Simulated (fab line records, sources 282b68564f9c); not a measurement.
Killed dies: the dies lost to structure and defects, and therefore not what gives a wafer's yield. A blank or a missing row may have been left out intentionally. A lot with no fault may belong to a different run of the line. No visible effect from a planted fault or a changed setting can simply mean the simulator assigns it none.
fab line records -- flow rit-cmos
record lots=7, wafers=21, last-day=7
route steps=202 shown NRETRO@55 PRETRO@64 M1@202
lots untouched by any fault: they come from a run of this same line in which no faults occurred
start-h: hours from the record's first day to the start of the lot's first wafer shown -- wait-h: hours since the lot's step before -- " identical to the entry in the row above -- L1.1+2: a row that stands for several wafers -- - no value, or no start given -- * or withheld: withheld -- < > ~ a bound
route shown NAME@n: NAME is a module with steps in the file, n the number in the route of the first one -- usual: mean/standard deviation of fault-free wafers -- same: alike in all rows -- chamber/n: place in a boat -- sites: the reading at each site -- _std_site: the standard deviation of these -- _edge_site: inner sites' mean taken away from outer sites' mean -- radius-mm: how far each site lies from the wafer's centre -- mask NAME#n: copy n -- behind: the last tool/chamber to shape the wafer -- hold: why the lot was held/for how many hours/how that ended -- device: the n, p or np transistor that did not switch -- end of line: the tests these same wafers got at the end of their route -- a step given without rows: its recipe and nothing more -- killed: dies that structure and defects cost at the first sort, which is not the same as the wafer's yield -- map: per-die view of a wafer (x killed, . not killed, _ where there is no die)
set.NAME: the setting that was run; set.NAME@STEP: the one run at that earlier step -- model.NAME: the simulator's own value behind a step, which no gauge read
lots at selected steps of the route; one table per step, one row per wafer
services: a tool's chamber out of use, with start hour (start-h, from the record's first day; less than 0 if before it), hours out, and reason
## steps
# step RIT_NRETRO_SOFTBAKE_02
# recipe resist=NOVOLAK, temp-c=90, time-s=60
# step RIT_NRETRO_EXPOSE_03
# recipe mask-id=M4, na=0.57, target-cd-nm=43900, dose-mj=250
# step RIT_NRETRO_PEB_04
# recipe resist=NOVOLAK, temp-c=withheld, time-s=withheld
# step RIT_NRETRO_DEVELOP_05
# recipe resist=NOVOLAK, develop-time-s=68, dev-temp-c=23
# step RIT_NRETRO_OVL_MEAS_06
# usual NRETRO_OVL=-0.9/1.1
lot.wafer,tool,chamber,start-h,wait-h,NRETRO_OVL[nm]
L105.4,overlay-02,-,40.20,-,0.7
L105.5,overlay-02,-,40.20,-,1.0
L105.6,overlay-02,-,40.20,-,-1.7
L109.1,overlay-02,-,55.81,-,-1.3
L109.2,overlay-02,-,55.81,-,-0.5
L109.3,overlay-02,-,55.81,-,-2.7
L118.1,overlay-02,-,99.12,-,-0.5
L118.3,overlay-02,-,99.12,-,-1.0
L118.6,overlay-02,-,99.12,-,-0.9
L121.1,overlay-02,-,113.94,-,-2.1
L121.2,overlay-02,-,113.94,-,-1.7
L121.4,overlay-02,-,113.94,-,-0.1
L122.2,overlay-02,-,119.29,-,-1.7
L122.5,overlay-02,-,119.29,-,-1.2
L122.6,overlay-02,-,119.29,-,1.4
L125.2,overlay-02,-,134.40,-,0.3
L125.5,overlay-02,-,134.40,-,1.2
L125.6,overlay-02,-,134.40,-,0.3
L127.3,overlay-01,-,144.45,-,-0.5
L127.5,overlay-01,-,144.45,-,-0.9
L127.6,overlay-01,-,144.45,-,0.2
# step RIT_NRETRO_HARDBAKE_07
# recipe resist=NOVOLAK, temp-c=140, time-s=120
# step RIT_NRETRO_IMPLANT_08
# recipe species=P, energy-kev=70, dose-cm2=1e+13, tilt-deg=7
# step RIT_NRETRO_STRIP_09
# recipe chemistry=O2, time-s=180, resist=NOVOLAK, platen-temp-c=withheld, power-w=500, pressure-mtorr=4000, o2-flow-sccm=4000
# usual chamber-pressure-mTorr=3999/3.7, drypump-motor-current-A=6.2/0.39
lot.wafer,tool,chamber,start-h,wait-h,chamber-pressure-mTorr,drypump-motor-current-A,rf-hours-counter-h
L105.4,plasma-asher-04,0,40.67,0.1,4001,6.6,-
L105.5,plasma-asher-04,1,40.67,0.1,4000,6.2,-
L105.6,plasma-asher-04,0,40.67,0.1,3997,6.6,-
L109.1,plasma-asher-01,1,56.24,0.1,3988,5.5,42
L109.2,plasma-asher-01,0,56.24,0.1,4001,5.4,42
L109.3,plasma-asher-01,1,56.24,0.1,4001,5.5,-
L118.1,plasma-asher-01,0,99.55,0.1,4000,5.4,47
L118.3,plasma-asher-01,0,99.55,0.1,3994,5.4,-
L118.6,plasma-asher-01,1,99.55,0.1,3996,5.5,-
L121.1,plasma-asher-02,1,114.37,0.1,4000,6.3,46
L121.2,plasma-asher-02,0,114.37,0.1,4001,6.4,46
L121.4,plasma-asher-02,0,114.37,0.1,4000,6.4,-
L122.2,plasma-asher-04,0,119.72,0.1,3999,6.6,0
L122.5,plasma-asher-04,1,119.72,0.1,3998,6.1,-
L122.6,plasma-asher-04,0,119.72,0.1,4003,6.6,-
L125.2,plasma-asher-04,1,134.83,0.1,4003,6.2,2
L125.5,plasma-asher-04,0,134.83,0.1,3997,6.6,-
L125.6,plasma-asher-04,1,134.83,0.1,3998,6.2,-
L127.3,plasma-asher-04,1,144.93,0.1,4001,6.1,-
L127.5,plasma-asher-04,0,144.93,0.1,3997,6.6,-
L127.6,plasma-asher-04,1,144.93,0.1,3999,6.2,-
# step RIT_NRETRO_TW_MEAS_10
# usual NRETRO_TW=1054/8.6
lot.wafer,tool,chamber,start-h,wait-h,NRETRO_TW
L105.4,film-metro-02,-,40.82,0.1,1062
L105.5,film-metro-02,-,40.82,0.1,1065
L105.6,film-metro-02,-,40.82,0.1,1069
L109.1,film-metro-01,-,56.42,0.1,1039
L109.2,film-metro-01,-,56.42,0.1,1043
L109.3,film-metro-01,-,56.42,0.1,1045
L118.1,film-metro-03,-,99.73,0.1,1053
L118.3,film-metro-03,-,99.73,0.1,1055
L118.6,film-metro-03,-,99.73,0.1,1054
L121.1,film-metro-02,-,114.55,0.1,1063
L121.2,film-metro-02,-,114.55,0.1,1057
L121.4,film-metro-02,-,114.55,0.1,1067
L122.2,film-metro-03,-,119.91,0.1,1056
L122.5,film-metro-03,-,119.91,0.1,1059
L122.6,film-metro-03,-,119.91,0.1,1052
L125.2,film-metro-03,-,135.02,0.1,1056
L125.5,film-metro-03,-,135.02,0.1,1048
L125.6,film-metro-03,-,135.02,0.1,1055
L127.3,film-metro-01,-,145.07,0.1,1041
L127.5,film-metro-01,-,145.07,0.1,1040
L127.6,film-metro-01,-,145.07,0.1,1044
# step RIT_PRETRO_HMDS_00
# recipe prime-time-s=60, prime-temp-c=140
# step RIT_PRETRO_COAT_01
# recipe resist=NOVOLAK, spin-rpm=2000, resist-thk-nm=1300
# step RIT_PRETRO_SOFTBAKE_02
# recipe resist=NOVOLAK, temp-c=90, time-s=60
# step RIT_PRETRO_EXPOSE_03
# recipe mask-id=M5, na=0.57, target-cd-nm=43700, dose-mj=250
lot.wafer,tool,chamber,start-h,wait-h,mask,model.PRETRO.overlay-x-nm
L105.4+5+6,iline-stepper-02,0,41.48,0.2,M5#0,-1.423
L109.1+2+3,iline-stepper-01,0,56.93,0.1,M5#0,1.169
L118.1+3+6,iline-stepper-02,0,100.24,0.1,M5#0,3396
L121.1+2+4,iline-stepper-02,0,115.18,0.2,M5#0,3396
L122.2+5+6,iline-stepper-02,0,120.43,0.1,M5#0,3396
L125.2+5+6,iline-stepper-01,0,135.66,0.2,M5#0,0.01933
L127.3+5+6,iline-stepper-01,0,145.72,0.2,M5#0,0.09634
# step RIT_PRETRO_PEB_04
# recipe resist=NOVOLAK, temp-c=withheld, time-s=withheld
# step RIT_PRETRO_DEVELOP_05
# recipe resist=NOVOLAK, develop-time-s=68, dev-temp-c=23
# step RIT_PRETRO_OVL_MEAS_06
# usual PRETRO_OVL=0.6/1.5
lot.wafer,tool,chamber,start-h,wait-h,PRETRO_OVL[nm]
L105.4,overlay-02,-,41.91,-,-0.6
L105.5,overlay-02,-,41.91,-,-0.5
L105.6,overlay-02,-,41.91,-,-2.0
L109.1,overlay-01,-,57.36,-,1.3
L109.2,overlay-01,-,57.36,-,2.5
L109.3,overlay-01,-,57.36,-,0.2
L118.1,overlay-02,-,100.67,-,3397.0
L118.3,overlay-02,-,100.67,-,3397.6
L118.6,overlay-02,-,100.67,-,3396.9
L121.1,overlay-02,-,115.61,-,3397.5
L121.2,overlay-02,-,115.61,-,3397.4
L121.4,overlay-02,-,115.61,-,3396.3
L122.2,overlay-02,-,120.85,-,3397.4
L122.5,overlay-02,-,120.85,-,3396.6
L122.6,overlay-02,-,120.85,-,3396.6
L125.2,overlay-02,-,136.08,-,-0.1
L125.5,overlay-02,-,136.08,-,0.0
L125.6,overlay-02,-,136.08,-,0.6
L127.3,overlay-01,-,146.13,-,0.5
L127.5,overlay-01,-,146.13,-,1.0
L127.6,overlay-01,-,146.13,-,0.8
# step RIT_PRETRO_HARDBAKE_07
# recipe resist=NOVOLAK, temp-c=140, time-s=120
# step RIT_M1_PROBE_99
# usual killed-at-contacts=0.0/0.22, killed-at-front-end=7/3.2, killed-dies=7/3.2, killed-on-rim=1.7/1.3, killed-open=3.2/2.1, killed-short=3.5/2.2
# same gross-dies=264, killed_at_M0_to_M3=0, killed_at_M4_up=0, killed-at-back-side=0, killed-at-other=0
lot.wafer,tool,chamber,start-h,wait-h,killed-at-contacts,killed-at-front-end,killed-dies,killed-on-rim,killed-open,killed-short,model.etest.pmos_0p3.r-on-ohm-um,model.etest.pmos-turned.r-on-ohm-um,model.etest.pmos_0p15.r-on-ohm-um,model.etest.nmos_0p3.r-on-ohm-um,model.etest.nmos-turned.drive-ua-um,model.etest.nmos_0p15.r-on-ohm-um,model.etest.nmos_0p15.drive-ua-um,model.etest.pmos_0p15.drive-ua-um
L105.4,prober-01,-,68.82,0.2,0,9,9,2,4,5,6621,3796,2975,2235,297.1,1161,451.2,237.9
L105.5,prober-01,-,68.87,0.2,1,4,5,3,1,3,6566,3758,2983,2236,307.6,1183,457.8,238.4
L105.6,prober-01,-,68.92,0.2,0,14,14,5,4,10,6544,3723,2919,2209,303.2,1134,464.2,240.6
L109.1,prober-01,-,84.95,0.1,0,4,4,0,3,1,6375,3562,2858,2180,308.4,1174,457.1,245.8
L109.2,prober-01,-,85.00,0.1,0,5,5,3,3,2,6342,3543,2847,2182,309.6,1152,454.2,246.8
L109.3,prober-01,-,85.05,0.2,0,18,18,3,12,6,6294,3493,2832,2168,315,1140,457.8,248.2
L118.1,prober-02,-,128.08,0.1,0,264,264,70,4,2,5179,2863,2363,1772,464.9,1002,593.7,345.9
L118.3,prober-02,-,128.18,0.2,0,264,264,70,9,1,5184,2872,2421,1791,459.9,1018,586.8,341.7
L118.6,prober-02,-,128.33,0.2,0,264,264,70,3,4,5267,2916,2421,1808,449.4,1022,577.2,336.1
L121.1,prober-01,-,141.22,0.1,0,264,264,70,3,5,5224,2670,2224,1783,497.3,965.1,626,367.4
L121.2,prober-01,-,141.27,0.1,0,264,264,70,4,4,5241,2744,2272,1814,493.7,1016,621.4,367.6
L121.4,prober-01,-,141.37,0.2,0,264,264,70,3,6,5268,2788,2321,1824,486.1,1012,615.6,357.1
L122.2,prober-02,-,146.78,0.1,0,264,264,70,2,1,5320,2834,2373,1768,496.1,987.1,601.5,345.6
L122.5,prober-02,-,146.93,0.2,0,264,264,70,1,6,5246,2750,2312,1787,505.6,961.8,618.6,354
L122.6,prober-02,-,146.98,0.2,0,264,264,70,3,2,5283,2776,2354,1761,506,969,614.2,352.2
L125.2,prober-01,-,162.45,0.1,1,5,6,2,3,3,6231,3398,2750,2173,335.6,1114,468,260.8
L125.5,prober-01,-,162.60,0.2,0,5,5,3,1,4,6136,3276,2675,2135,346.8,1086,480.1,266.9
L125.6,prober-01,-,162.65,0.2,0,6,6,1,3,3,6212,3393,2770,2147,337.1,1116,468.8,255.8
L127.3,prober-01,-,173.70,0.2,0,8,8,3,5,3,6606,3609,2872,2218,303.9,1155,450.5,241
L127.5,prober-01,-,173.80,0.2,0,2,2,1,0,2,6580,3560,2874,2219,303.2,1153,451.1,241.6
L127.6,prober-01,-,173.85,0.2,0,4,4,1,1,3,6666,3648,2913,2239,299.6,1171,450.4,238.7
# killed by level:class
L105.4 FOX2:geometric-particle:open=2 GATE:geometric-particle:short=2 SILICIDE:geometric-particle:short=2 FOX2:geometric-particle:short=1 GATE:geometric-particle:open=1 REOX:geometric-particle:open=1
L105.5 GATE:geometric-particle:short=2 GATE:geometric-particle:open=1 CONTACT:geometric-particle:short=1 NRETRO:coat-microbubble-printed=1
L105.6 GATE:geometric-particle:short=6 GATE:geometric-particle:open=2 SPACER:geometric-particle:short=2 FOX1:geometric-particle:short=1 FOX2:geometric-particle:short=1 REOX:geometric-particle:open=1 SPACER:geometric-particle:open=1
L109.1 SPACER:geometric-particle:open=2 FOX1:geometric-particle:open=1 SPACER:geometric-particle:short=1
L109.2 REOX:geometric-particle:open=2 REOX:geometric-particle:short=1 SILICIDE:geometric-particle:short=1 SILICIDE:geometric-particle:open=1
L109.3 REOX:geometric-particle:short=5 REOX:geometric-particle:open=3 FOX2:geometric-particle:open=2 GATE:geometric-particle:open=2 SPACER:geometric-particle:open=2 SILICIDE:geometric-particle:open=2 FOX1:geometric-particle:open=1 SPACER:geometric-particle:short=1
L118.1 PRETRO:overlay=258 GATE:geometric-particle:open=2 SILICIDE:geometric-particle:short=2 REOX:geometric-particle:open=1 SPACER:geometric-particle:open=1
L118.3 PRETRO:overlay=254 GATE:geometric-particle:open=3 FOX1:geometric-particle:open=2 FOX2:geometric-particle:open=2 REOX:geometric-particle:open=1 SPACER:geometric-particle:short=1 SILICIDE:geometric-particle:open=1
L118.6 PRETRO:overlay=257 REOX:geometric-particle:short=2 FOX1:geometric-particle:short=1 FOX1:geometric-particle:open=1 FOX2:geometric-particle:short=1 GATE:geometric-particle:open=1 REOX:geometric-particle:open=1
L121.1 PRETRO:overlay=256 GATE:geometric-particle:short=2 GATE:geometric-particle:open=2 FOX1:geometric-particle:short=1 FOX2:geometric-particle:short=1 REOX:geometric-particle:short=1 SPACER:geometric-particle:open=1
L121.2 PRETRO:overlay=256 GATE:geometric-particle:short=3 FOX2:geometric-particle:open=1 GATE:geometric-particle:open=1 SPACER:geometric-particle:open=1 SPACER:geometric-particle:short=1 SILICIDE:geometric-particle:open=1
L121.4 PRETRO:overlay=255 GATE:geometric-particle:short=4 GATE:geometric-particle:open=2 FOX2:geometric-particle:short=1 FOX2:geometric-particle:open=1 SILICIDE:geometric-particle:short=1
L122.2 PRETRO:overlay=261 FOX2:geometric-particle:short=1 FOX2:geometric-particle:open=1 GATE:geometric-particle:open=1
L122.5 PRETRO:overlay=257 GATE:geometric-particle:short=3 SILICIDE:geometric-particle:short=2 FOX2:geometric-particle:open=1 FOX2:geometric-particle:short=1
L122.6 PRETRO:overlay=259 FOX1:geometric-particle:open=1 FOX1:geometric-particle:short=1 GATE:geometric-particle:short=1 GATE:geometric-particle:open=1 SILICIDE:geometric-particle:open=1
L125.2 FOX1:geometric-particle:short=1 FOX2:geometric-particle:short=1 GATE:geometric-particle:open=1 SPACER:geometric-particle:short=1 SILICIDE:geometric-particle:open=1 CONTACT:geometric-particle:open=1
L125.5 SILICIDE:geometric-particle:short=2 FOX2:geometric-particle:short=1 GATE:geometric-particle:short=1 SILICIDE:geometric-particle:open=1
L125.6 GATE:geometric-particle:open=3 SPACER:geometric-particle:short=3
L127.3 GATE:geometric-particle:short=2 REOX:geometric-particle:open=2 SPACER:geometric-particle:open=2 GATE:geometric-particle:open=1 SILICIDE:geometric-particle:short=1
L127.5 GATE:geometric-particle:short=2
L127.6 GATE:geometric-particle:short=2 GATE:geometric-particle:open=1 REOX:geometric-particle:short=1
# map L118.1 (x killed, . not)
________xxxxxxx_______
_____xxxxxxxxxxxxx____
____xxxxxxxxxxxxxxx___
___xxxxxxxxxxxxxxxxx__
__xxxxxxxxxxxxxxxxxxx_
__xxxxxxxxxxxxxxxxxxx_
_xxxxxxxxxxxxxxxxxxxxx
_xxxxxxxxxxxxxxxxxxxxx
_xxxxxxxxxxxxxxxxxxxxx
_xxxxxxxxxxxxxxxxxxxxx
__xxxxxxxxxxxxxxxxxxx_
__xxxxxxxxxxxxxxxxxxx_
___xxxxxxxxxxxxxxxxx__
____xxxxxxxxxxxxxxx___
_____xxxxxxxxxxxxx____
________xxxxxxx_______
# map L121.1 (x killed, . not)
________xxxxxxx_______
_____xxxxxxxxxxxxx____
____xxxxxxxxxxxxxxx___
___xxxxxxxxxxxxxxxxx__
__xxxxxxxxxxxxxxxxxxx_
__xxxxxxxxxxxxxxxxxxx_
_xxxxxxxxxxxxxxxxxxxxx
_xxxxxxxxxxxxxxxxxxxxx
_xxxxxxxxxxxxxxxxxxxxx
_xxxxxxxxxxxxxxxxxxxxx
__xxxxxxxxxxxxxxxxxxx_
__xxxxxxxxxxxxxxxxxxx_
___xxxxxxxxxxxxxxxxx__
____xxxxxxxxxxxxxxx___
_____xxxxxxxxxxxxx____
________xxxxxxx_______
## services
tool,chamber,start-h,hours,kind
plasma-asher-01,-,21.02,1.2,repair
iline-stepper-01,-,44.04,4.4,pm
iline-stepper-02,-,50.04,5.8,repair
iline-stepper-02,0,62.32,-,calibration
plasma-asher-01,-,106.44,15.6,pm
iline-stepper-01,0,107.33,-,calibration
plasma-asher-04,-,108.75,9.0,pm
plasma-asher-04,0,108.75,9.0,vent-cycle
plasma-asher-04,1,108.75,9.0,vent-cycle
iline-stepper-02,-,111.03,2.4,repair
plasma-asher-04,0,117.75,-,clean
plasma-asher-04,1,117.75,-,clean
plasma-asher-01,-,131.99,10.1,repair
## key
first-sign step=RIT_PRETRO_OVL_MEAS_06, reading=PRETRO_OVL, direction=up, sigmas=99+, usual=0.6, struck=3397.0
effect step=RIT_M1_PROBE_99, reading=killed-at-front-end, direction=up, sigmas=80, usual=7, struck=264
model-effect step=RIT_PRETRO_EXPOSE_03, value=PRETRO.overlay-x-nm, without=-0.0403, struck=3396
model-effect step=RIT_M1_PROBE_99, value=etest.pmos_0p3.r-on-ohm-um, without=6332, struck=5246
more-kills-born-at RIT_PRETRO_EXPOSE_03@iline-stepper-02=2313
met-at RIT_PRETRO_EXPOSE_03
struck-wafers L118.1,L118.3,L118.6,L121.1,L121.2,L121.4,L122.2,L122.5,L122.6
tester-left-out L118,L121,L122
onset-between 41.48 100.24
fault kind=scanner-matching-overlay, tool=iline-stepper-02, chamber=-, onset-h=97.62, steps=RIT_PRETRO_EXPOSE_03, offset=3395.8
# tester-left-out: of these lots the tester's yield and bins aren't shown, on N5 and GAA mostly nor the transistor test; their killed dies are dies lost to structure and defects alone, not to doping, threshold or leakage, so they don't give the yield
